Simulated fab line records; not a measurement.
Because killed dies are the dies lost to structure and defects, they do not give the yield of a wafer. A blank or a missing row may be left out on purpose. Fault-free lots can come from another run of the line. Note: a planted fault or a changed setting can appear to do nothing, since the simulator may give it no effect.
fab line records | flow berkeley_cmos170
record lots=15 | wafers=45 | last_day=13
route steps=331 shown V2@292
lots that met no fault: taken from a fault-free run of the same line
start_h: the number of hours between the record's first day and the start of the first shown wafer of the lot | wait_h: how many hours have passed since the lot's step before this one | " the same as in the row above | L1.1+2: one row covering several wafers at once | - no value, or no start given | * or withheld: withheld | < > ~ a bound
route shown NAME@n: NAME is a module with steps in the file, n the number in the route of the first one | usual: mean and standard deviation over wafers with no fault | same: alike in all rows | chamber/n: place in a boat | sites: the reading at each site | _std_site: their standard deviation | _edge_site: mean of outer sites minus mean of inner sites | radius_mm: for every site, how far away it sits from the centre of the wafer | mask NAME#n: copy n | behind: tool/chamber where the wafer was last shaped | hold: reason for holding the lot/hours on hold/outcome of the hold | device: names the non-switching transistor (n, p or np) | end of line: the route-end tests of the same wafers | a step given without rows: its recipe and nothing more | killed: dies that structure and defects cost at the first sort, which is not the same as the wafer's yield | map: the dies of a wafer, with x for killed, . for not killed, _ for no die there
set.NAME: the run value of the setting; set.NAME@STEP: its run value at that earlier step | model.NAME: the simulator's own value behind a step, which no gauge read
the route's steps for a sample of lots (tables are steps, rows are wafers)
services: the hour from which a tool's chamber was out of use, counted from the record's first day as start_h (under 0 if before that day), plus the number of hours and why
## steps
# step UCB170_V2_CVD_00
# recipe material=SiO2 | target_thk_nm=2000 | temp_c=390 | precursor=TEOS/O2 | time_s=250 | rf_w=550 | pressure_mtorr=9000
# usual heater_power_w=250/65 | susceptor_temp_C=389.97/0.21
lot.wafer | tool     | chamber | start_h | wait_h | heater_power_w | susceptor_temp_C
L789.2    | pecvd-04 | 1       | 178.10  | 0.1    | 321            | 389.75
L789.3    | "        | 2       | "       | "      | 361            | 389.99
L789.5    | "        | 1       | "       | "      | 226            | 390.13
L792.2    | pecvd-02 | 0       | 188.28  | 0.1    | 158            | 390.01
L792.4    | "        | 1       | "       | "      | 340            | 389.84
L792.5    | "        | 1       | "       | "      | 262            | 389.74
L791.2    | pecvd-03 | 0       | 188.42  | 0.1    | 201            | 389.98
L791.4    | "        | 1       | "       | "      | 220            | 389.53
L791.6    | "        | 2       | "       | "      | 298            | 390.35
L790.3    | pecvd-03 | 0       | 191.81  | 0.1    | 174            | 389.74
L790.5    | "        | 2       | "       | "      | 293            | 389.85
L790.6    | "        | 1       | "       | "      | 231            | 390.04
L793.2    | pecvd-03 | 2       | 209.45  | 0.1    | 296            | 390.02
L793.4    | "        | 0       | "       | "      | 198            | 389.66
L793.6    | "        | 2       | "       | "      | 208            | 390.03
L797.1    | pecvd-03 | 0       | 223.46  | 0.1    | 199            | 389.87
L797.5    | "        | 0       | "       | "      | 137            | 390.07
L797.6    | "        | 1       | "       | "      | 150            | 389.89
L799.2    | pecvd-02 | 2       | 223.69  | 0.1    | 353            | 389.74
L799.3    | "        | 0       | "       | "      | 226            | 389.82
L799.4    | "        | 2       | "       | "      | 275            | 389.89
L801.2    | pecvd-03 | 1       | 223.96  | 0.1    | 187            | 389.86
L801.3    | "        | 2       | "       | "      | 273            | 390.07
L801.4    | "        | 1       | "       | "      | 231            | 389.75
L802.3    | pecvd-04 | 2       | 247.55  | 0.1    | 295            | 390.20
L802.5    | "        | 2       | "       | "      | 360            | 389.87
L802.6    | "        | 1       | "       | "      | 226            | 389.96
L803.1    | pecvd-02 | 1       | 248.21  | 0.1    | 271            | 390.37
L803.3    | "        | 0       | "       | "      | 225            | 390.18
L803.4    | "        | 2       | "       | "      | 381            | 389.96
L804.1    | pecvd-02 | 1       | 252.29  | 0.1    | 346            | 389.70
L804.5    | "        | 0       | "       | "      | 160            | 389.82
L804.6    | "        | 2       | "       | "      | 274            | 389.81
L805.1    | pecvd-04 | 1       | 262.55  | 0.1    | 277            | 389.82
L805.2    | "        | 0       | "       | "      | 302            | 389.99
L805.5    | "        | 2       | "       | "      | 372            | 390.32
L806.1    | pecvd-02 | 1       | 267.26  | 0.1    | 347            | 389.73
L806.3    | "        | 2       | "       | "      | 337            | 389.82
L806.5    | "        | 0       | "       | "      | 158            | 389.78
L811.1    | pecvd-04 | 2       | 279.15  | 0.1    | 326            | 389.84
L811.4    | "        | 1       | "       | "      | 226            | 390.17
L811.6    | "        | 0       | "       | "      | 230            | 389.99
L812.1    | pecvd-04 | 0       | 305.30  | 0.1    | 314            | 389.62
L812.2    | "        | 1       | "       | "      | 248            | 389.86
L812.4    | "        | 1       | "       | "      | 312            | 390.04
# step UCB170_V2_THK_MEAS_01
# recipe reads=SiO2_of_V2_CVD_00
# usual V2_TEOS_THK=2000/27
lot.wafer | tool          | chamber | start_h | wait_h | hold                     | V2_TEOS_THK[nm]
L789.2    | film_metro-02 | -       | 178.26  | 0.1    | -                        | 1966
L789.3    | "             | -       | "       | "      | -                        | 1986
L789.5    | "             | -       | "       | "      | -                        | 2010
L792.2    | film_metro-01 | -       | 188.52  | 0.2    | -                        | 1961
L792.4    | "             | -       | "       | "      | -                        | 2022
L792.5    | "             | -       | "       | "      | -                        | 1983
L791.2    | film_metro-03 | -       | 188.59  | 0.1    | -                        | 1993
L791.4    | "             | -       | "       | "      | -                        | 2023
L791.6    | "             | -       | "       | "      | -                        | 2023
L790.3    | film_metro-01 | -       | 191.98  | 0.1    | -                        | 1968
L790.5    | "             | -       | "       | "      | -                        | 2046
L790.6    | "             | -       | "       | "      | -                        | 2028
L793.2    | film_metro-03 | -       | 209.62  | 0.1    | await_dispo/0.2h/release | 3644
L793.4    | "             | -       | "       | "      | await_dispo/0.2h/release | 3704
L793.6    | "             | -       | "       | "      | await_dispo/0.2h/release | 3685
L793.2    | film_metro-03 | -       | 209.84  | 0.2    | -                        | 3646
L793.4    | "             | -       | "       | "      | -                        | 3704
L793.6    | "             | -       | "       | "      | -                        | 3687
L797.1    | film_metro-01 | -       | 223.62  | 0.1    | await_dispo/0.2h/release | 3634
L797.5    | "             | -       | "       | "      | await_dispo/0.2h/release | 3676
L797.6    | "             | -       | "       | "      | await_dispo/0.2h/release | 3703
L797.1    | film_metro-01 | -       | 223.84  | 0.2    | -                        | 3632
L797.5    | "             | -       | "       | "      | -                        | 3674
L797.6    | "             | -       | "       | "      | -                        | 3704
L799.2    | film_metro-02 | -       | 223.85  | 0.1    | -                        | 1976
L799.3    | "             | -       | "       | "      | -                        | 1978
L799.4    | "             | -       | "       | "      | -                        | 2030
L801.2    | film_metro-03 | -       | 224.17  | 0.1    | await_dispo/0.2h/release | 3654
L801.3    | "             | -       | "       | "      | await_dispo/0.2h/release | 3664
L801.4    | "             | -       | "       | "      | await_dispo/0.2h/release | 3721
L801.2    | film_metro-03 | -       | 224.39  | 0.2    | -                        | 3654
L801.3    | "             | -       | "       | "      | -                        | 3665
L801.4    | "             | -       | "       | "      | -                        | 3722
L802.3    | film_metro-02 | -       | 247.73  | 0.1    | -                        | 1998
L802.5    | "             | -       | "       | "      | -                        | 2042
L802.6    | "             | -       | "       | "      | -                        | 1990
L803.1    | film_metro-01 | -       | 248.36  | 0.1    | -                        | 1957
L803.3    | "             | -       | "       | "      | -                        | 1990
L803.4    | "             | -       | "       | "      | -                        | 2008
L804.1    | film_metro-03 | -       | 252.45  | 0.1    | -                        | 1977
L804.5    | "             | -       | "       | "      | -                        | 2014
L804.6    | "             | -       | "       | "      | -                        | 2000
L805.1    | film_metro-01 | -       | 262.70  | 0.1    | -                        | 2001
L805.2    | "             | -       | "       | "      | -                        | 1983
L805.5    | "             | -       | "       | "      | -                        | 2070
L806.1    | film_metro-03 | -       | 267.41  | 0.1    | -                        | 1978
L806.3    | "             | -       | "       | "      | -                        | 2003
L806.5    | "             | -       | "       | "      | -                        | 1987
L811.1    | film_metro-01 | -       | 279.30  | 0.1    | -                        | 2019
L811.4    | "             | -       | "       | "      | -                        | 2012
L811.6    | "             | -       | "       | "      | -                        | 1999
L812.1    | film_metro-02 | -       | 305.46  | 0.1    | -                        | 1996
L812.2    | "             | -       | "       | "      | -                        | 2020
L812.4    | "             | -       | "       | "      | -                        | 2041
## services
tool     | chamber | start_h | hours | kind
pecvd-04 | -       | 171.18  | 1.4   | repair
pecvd-02 | -       | 241.56  | 1.1   | repair
pecvd-03 | -       | 242.50  | 14.0  | pm
pecvd-03 | 0       | 242.50  | 14.0  | vent_cycle
pecvd-03 | 1       | 242.50  | 14.0  | vent_cycle
pecvd-03 | 2       | 242.50  | 14.0  | vent_cycle
pecvd-03 | 0       | 256.50  | -     | clean
pecvd-03 | 1       | 256.50  | -     | clean
pecvd-03 | 2       | 256.50  | -     | clean
pecvd-03 | -       | 265.85  | 0.3   | repair
## key
first_sign step=UCB170_V2_THK_MEAS_01 | reading=visit | direction=added
effect step=UCB170_V2_THK_MEAS_01 | reading=V2_TEOS_THK | direction=up | sigmas=63 | usual=2000 | struck=3676
met_at UCB170_V2_CVD_00
struck_lots L793,L797,L801
scrapped_behind UCB170_V2_THK_MEAS_01 L793.2,L793.4,L793.6,L797.1,L797.5,L797.6,L801.2,L801.3,L801.4
onset_between 191.81 209.45
fault kind=process_parameter_drift | tool=pecvd-03 | chamber=- | onset_h=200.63 | steps=UCB170_V2_CVD_00 | channel=target_thk_nm | offset=1672.3 | shape=step | end_h=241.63 | acts_in=these_recipes_only | stated=2000
